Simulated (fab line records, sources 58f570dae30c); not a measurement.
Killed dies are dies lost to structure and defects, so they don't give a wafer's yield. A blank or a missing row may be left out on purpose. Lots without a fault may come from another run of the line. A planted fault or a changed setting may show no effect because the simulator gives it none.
Problem report in the 8D (eight disciplines) form, filled by code | flow berkeley_cmos170 | the parts of the form that need people (team, actions taken, sign-off) are left out

1. THE PROBLEM
V2_POLISHED_THK at UCB170_V2_THK_MEAS_04 reads a mean of 1335.9 nm on 1 wafer of 1 lot; wafers without a fault read 1000.2 nm with a standard deviation of 1. That is +99 or more standard deviations from the usual mean.
First seen on wafer L702.2, day 10 13:31, on film_metro-04. The record holds 33 wafers of 11 lots with a number at this step. Rule for "out", or "out of limits": more than 4 standard deviations from the usual mean. The other wafers with a number count as sound.

2. WHAT IT IS AND WHAT IT IS NOT
question                    | is                | is not
which readings at this step | V2_POLISHED_THK   | -
which lots                  | L702              | L689, L690, L691, L692, L704, L706, L707, L708, L709, L712
which wafers of those lots  | L702.2            | L702.5, L702.6
read on which gauges        | film_metro-04     | film_metro-01, film_metro-02
when                        | from day 10 13:31 | up to then (14 sound wafers); but 18 sound wafers of L704, L706, L707, L708, L709, L712 came after

3. SUSPECTS, AND WHAT RULES EACH OUT
Counting: a tool at a process step up to the reading stays a suspect if it ran every lot that is out. Sound lots after the first of them don't rule it out here, since some wafers of a struck lot are sound.
- the gauge at UCB170_V2_THK_MEAS_04: ruled out. All the wafers that are out were read on film_metro-04, but those of them that UCB170_V2_ETCH_14 has rows for are out there too, on other tools.
- cmp-01 at UCB170_V2_CMP_02 (polishes SiO2): kept. It ran the lot that is out, L702 (day 10 13:11); its last sound lot up to then is L691 (day 8 01:16).
- Within cmp-01 at UCB170_V2_CMP_02: the wafers that are out ran in chamber 2; their sound lot-mates ran in chambers 0, 1.
Left after counting: cmp-01 at UCB170_V2_CMP_02.

4. THE CAUSE (what the simulator had put in)
Process parameter drift: cmp-01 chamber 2, from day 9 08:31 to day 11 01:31, at UCB170_V2_CMP_02. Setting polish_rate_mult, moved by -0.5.
Counting left only this tool.

5. THE CHAIN OF EFFECTS, in route order
Each row: a reading whose mean over the struck wafers that have a number lies more than 3 standard deviations from the usual. Only readings for which the record gives a usual standard deviation are gone through. hours: the time from each lot's start at the first step in this table that gives one to its start at this step, as a median over the lots. sigmas: the change in usual standard deviations.
hours | step                  | reading         | usual      | on struck wafers | change | sigmas
0     | UCB170_V2_THK_MEAS_04 | V2_POLISHED_THK | 1000.2 nm  | 1335.9           | +335.7 | +99 or more
2     | UCB170_V2_ETCH_14     | oes_product_au  | 0.872 a.u. | 0.999            | +0.127 | +12
The process steps in it:
- UCB170_V2_ETCH_14: etches SiO2 in CHF3/CF4/Ar, stops on Al, target depth 1250 nm, time 291 s.

6. WHAT WOULD HAVE CAUGHT IT SOONER
In this record the first reading out of limits at a measuring or inspecting step was taken at day 10 13:31, 29 hours after the fault began at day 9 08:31.
Of the tool readings at UCB170_V2_CMP_02 for which the record gives a usual standard deviation, none was out on any struck wafer, so an alarm limit of 4 standard deviations on them would not have fired.
All the lots that are out (1) had begun UCB170_V2_CMP_02 on cmp-01 by day 10 13:31. A hold on the tool at that time would have spared none of them.
